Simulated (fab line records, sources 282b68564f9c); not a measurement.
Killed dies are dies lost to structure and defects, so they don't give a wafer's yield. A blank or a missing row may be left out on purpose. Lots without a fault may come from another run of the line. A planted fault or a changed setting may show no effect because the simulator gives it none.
One fault seen from 2 desks | flow rit_cmos | each desk has only its own numbers; what lay behind them comes last

THE METROLOGY DESK
What the gauges read, lot by lot, whatever tool the lot ran on: means of the sampled wafers that have a number. A lot is out of limits, marked OUT, if its mean lies more than 4 standard deviations from the usual mean; the brackets give that distance.
Columns: A = NLDD_OVL at RIT_NLDD_OVL_MEAS_06, usual 0.4 nm; B = PLDD_OVL at RIT_PLDD_OVL_MEAS_06, usual 0.5 nm
lot  | first seen here | A    | B
L780 | day 2 21:13     | 0.1  | 0.6
L781 | day 3 00:01     | 0.5  | 1.4
L782 | day 3 05:20     | -0.4 | 0.6
L783 | day 3 09:19     | 0.2  | -0.3
L786 | day 4 03:33     | 1.1  | 133.1 (+95) OUT
L787 | day 4 06:04     | 0.7  | 128.1 (+91) OUT
L788 | day 4 13:46     | 1.6  | 129.6 (+92) OUT
L792 | day 5 12:13     | -1.5 | 132.6 (+94) OUT
L794 | day 5 16:40     | 2.6  | 1.8
L796 | day 6 02:47     | 2.0  | 1.2
L798 | day 6 17:48     | 0.7  | 1.4
L801 | day 7 07:44     | 0.3  | 0.9
L803 | day 8 05:04     | 0.4  | 1.2
This desk's finding: out of limits on L786, L787, L788, L792; first on L786, day 4 04:58 (PLDD_OVL at RIT_PLDD_OVL_MEAS_06). In limits: L780, L781, L782, L783, L794, L796, L798, L801, L803.

THE TOOL OWNER'S DESK: iline_stepper-01
The tool's own readings at RIT_PLDD_EXPOSE_03 (exposes mask M8, target cd 40900 nm): means of the sampled wafers that have a number, for each lot that ran on this tool. A lot is out of limits, marked OUT, if its mean lies more than 4 standard deviations from the usual mean; the brackets give that distance.
Columns: A = exposure_dose_mJ_cm2 at RIT_PLDD_EXPOSE_03, usual 249.95
lot  | first seen here | A
L780 | day 2 22:22     | 250.02
L783 | day 3 10:32     | 250.12
L786 | day 4 04:34     | 249.90
L787 | day 4 07:06     | 250.10
L788 | day 4 14:49     | 249.65
L792 | day 5 13:22     | 250.12
This desk's finding: nothing out of limits on any of the 6 lots.

PUT TOGETHER
The metrology desk could have raised an alarm at day 4 04:58, on L786, L787, L788, L792.
The tool owner's desk saw nothing out of limits.
The tool owner's desk has L786, L787, L788, L792 on record, within its limits.
Of the lots named, all ran RIT_PLDD_EXPOSE_03 on iline_stepper-01.

WHAT THE SIMULATOR HAD PUT IN
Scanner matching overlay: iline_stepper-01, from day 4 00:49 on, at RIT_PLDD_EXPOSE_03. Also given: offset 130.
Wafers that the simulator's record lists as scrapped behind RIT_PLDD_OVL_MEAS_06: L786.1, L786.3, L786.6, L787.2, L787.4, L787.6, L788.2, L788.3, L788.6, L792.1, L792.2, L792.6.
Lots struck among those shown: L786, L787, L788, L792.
Hours from the fault's start to each desk's first reading out of limits: the metrology desk, 4.
